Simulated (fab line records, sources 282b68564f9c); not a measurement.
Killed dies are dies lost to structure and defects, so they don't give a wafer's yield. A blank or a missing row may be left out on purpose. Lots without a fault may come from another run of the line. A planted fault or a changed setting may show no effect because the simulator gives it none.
Which tool did it? | flow rit_cmos | 13 lots, 39 wafers sampled, at 3 steps of a route of 202

WHAT THE GAUGES READ, wafer by wafer
RIT_CONTACT_OVL_MEAS_09.
lot  | measured    | on         | CONTACT_OVL (nm)
L453 | day 3 08:55 | overlay-01 | 2.6 3.2 3.0
L454 | day 3 14:41 | overlay-02 | 2.4 3.6 -0.9
L455 | day 3 19:14 | overlay-01 | 2.7 1.3 0.5
L456 | day 3 20:56 | overlay-01 | 0.2 0.6 -0.3
L458 | day 4 09:11 | overlay-02 | 0.0 0.6 0.4
L461 | day 5 00:45 | overlay-02 | 0.4 3.3 3.4
L467 | day 6 06:22 | overlay-02 | 2.9 3.1 0.9
L469 | day 6 16:54 | overlay-01 | -0.7 -1.1 -0.2
L471 | day 7 03:04 | overlay-02 | 0.1 -0.2 -0.9
L472 | day 7 06:41 | overlay-02 | 0.3 0.5 -0.5
L474 | day 7 14:50 | overlay-02 | 1.6 0.6 1.3
L475 | day 7 21:16 | overlay-02 | 0.3 -0.1 -1.4
L476 | day 8 00:38 | overlay-01 | 0.7 1.1 -1.1

WHICH TOOL RAN EACH LOT (tool, then ch and the chambers of the sampled wafers, then the start)
lot  | RIT_PLDD_STRIP_09                   | RIT_SILICIDE_SPUTTER_01
L453 | plasma_asher-01 ch 0,1, day 3 00:25 | pvd_sputter-02, day 3 07:08
L454 | plasma_asher-01 ch 0,1, day 3 06:11 | pvd_sputter-01, day 3 12:48
L455 | plasma_asher-01 ch 1, day 3 10:04   | pvd_sputter-02, day 3 17:23
L456 | plasma_asher-04 ch 0, day 3 12:13   | pvd_sputter-03, day 3 19:06
L458 | plasma_asher-02 ch 0,1, day 4 00:38 | pvd_sputter-01, day 4 07:22
L461 | plasma_asher-02 ch 0,1, day 4 15:29 | pvd_sputter-02, day 4 22:55
L467 | plasma_asher-02 ch 0,1, day 5 21:24 | pvd_sputter-02, day 6 04:32
L469 | plasma_asher-01 ch 0,1, day 6 07:27 | pvd_sputter-02, day 6 15:11
L471 | plasma_asher-02 ch 0,1, day 6 17:31 | pvd_sputter-02, day 7 01:14
L472 | plasma_asher-01 ch 0,1, day 6 21:05 | pvd_sputter-01, day 7 04:51
L474 | plasma_asher-02 ch 0,1, day 7 06:14 | pvd_sputter-03, day 7 12:59
L475 | plasma_asher-02 ch 0,1, day 7 12:40 | pvd_sputter-02, day 7 19:24
L476 | plasma_asher-01 ch 0, day 7 15:53   | pvd_sputter-01, day 7 22:34
- RIT_PLDD_STRIP_09: strips in O2, time 180 s.
- RIT_SILICIDE_SPUTTER_01: material Ti, target thk 30 nm, time 240 s.

WHAT THE TOOLS THEMSELVES READ (means of the sampled wafers that have a number; where no wafer has one, the mark that the record gives instead)
RIT_PLDD_STRIP_09.
lot  | tool            | drypump_motor_current_A (A) | o2_flow_sccm (sccm)
L453 | plasma_asher-01 | 5.8                         | 4011
L454 | plasma_asher-01 | 5.9                         | 4004
L455 | plasma_asher-01 | 6.2                         | 3999
L456 | plasma_asher-04 | 6.2                         | 3990
L458 | plasma_asher-02 | 6.0                         | 3996
L461 | plasma_asher-02 | 6.2                         | 3990
L467 | plasma_asher-02 | 6.2                         | 3990
L469 | plasma_asher-01 | 5.9                         | 3996
L471 | plasma_asher-02 | 6.2                         | 4003
L472 | plasma_asher-01 | 5.5                         | 4006
L474 | plasma_asher-02 | 6.2                         | 4007
L475 | plasma_asher-02 | 6.2                         | 4006
L476 | plasma_asher-01 | 5.0                         | 4011

RIT_SILICIDE_SPUTTER_01.
lot  | tool           | throttle_valve_pct (%)
L453 | pvd_sputter-02 | 30.0
L454 | pvd_sputter-01 | 30.5
L455 | pvd_sputter-02 | 29.6
L456 | pvd_sputter-03 | 29.1
L458 | pvd_sputter-01 | 30.2
L461 | pvd_sputter-02 | 29.9
L467 | pvd_sputter-02 | 28.9
L469 | pvd_sputter-02 | 30.4
L471 | pvd_sputter-02 | 29.1
L472 | pvd_sputter-01 | 30.2
L474 | pvd_sputter-03 | 30.2
L475 | pvd_sputter-02 | 30.0
L476 | pvd_sputter-01 | 30.3

THE ANSWER, worked out from the rows above alone
Rule: what is usual is taken from the lots themselves. Put in order of their means at a reading, lots are off if they are a third of the lots or fewer, leave a main group of 4 or more, and stand apart from it by a gap of 3 or more times the standard deviation of the main group's means; of several such gaps the widest counts. A main group whose means are all the same, to the digits that the tables above print for the reading, isn't used. A lot without any number at a reading at which 4 lots or more have one is off too. The other lots that the step has rows for count as sound. The gauges are gone through in route order, then the tools' own readings, and for those a lot's mean is taken as printed above. The first step at which some lot is off is used, and at that step the reading that is off furthest; a lot without a number counts as furthest.
No lot is off at any reading shown: from this, nothing can be told.

WHAT THE SIMULATOR HAD PUT IN
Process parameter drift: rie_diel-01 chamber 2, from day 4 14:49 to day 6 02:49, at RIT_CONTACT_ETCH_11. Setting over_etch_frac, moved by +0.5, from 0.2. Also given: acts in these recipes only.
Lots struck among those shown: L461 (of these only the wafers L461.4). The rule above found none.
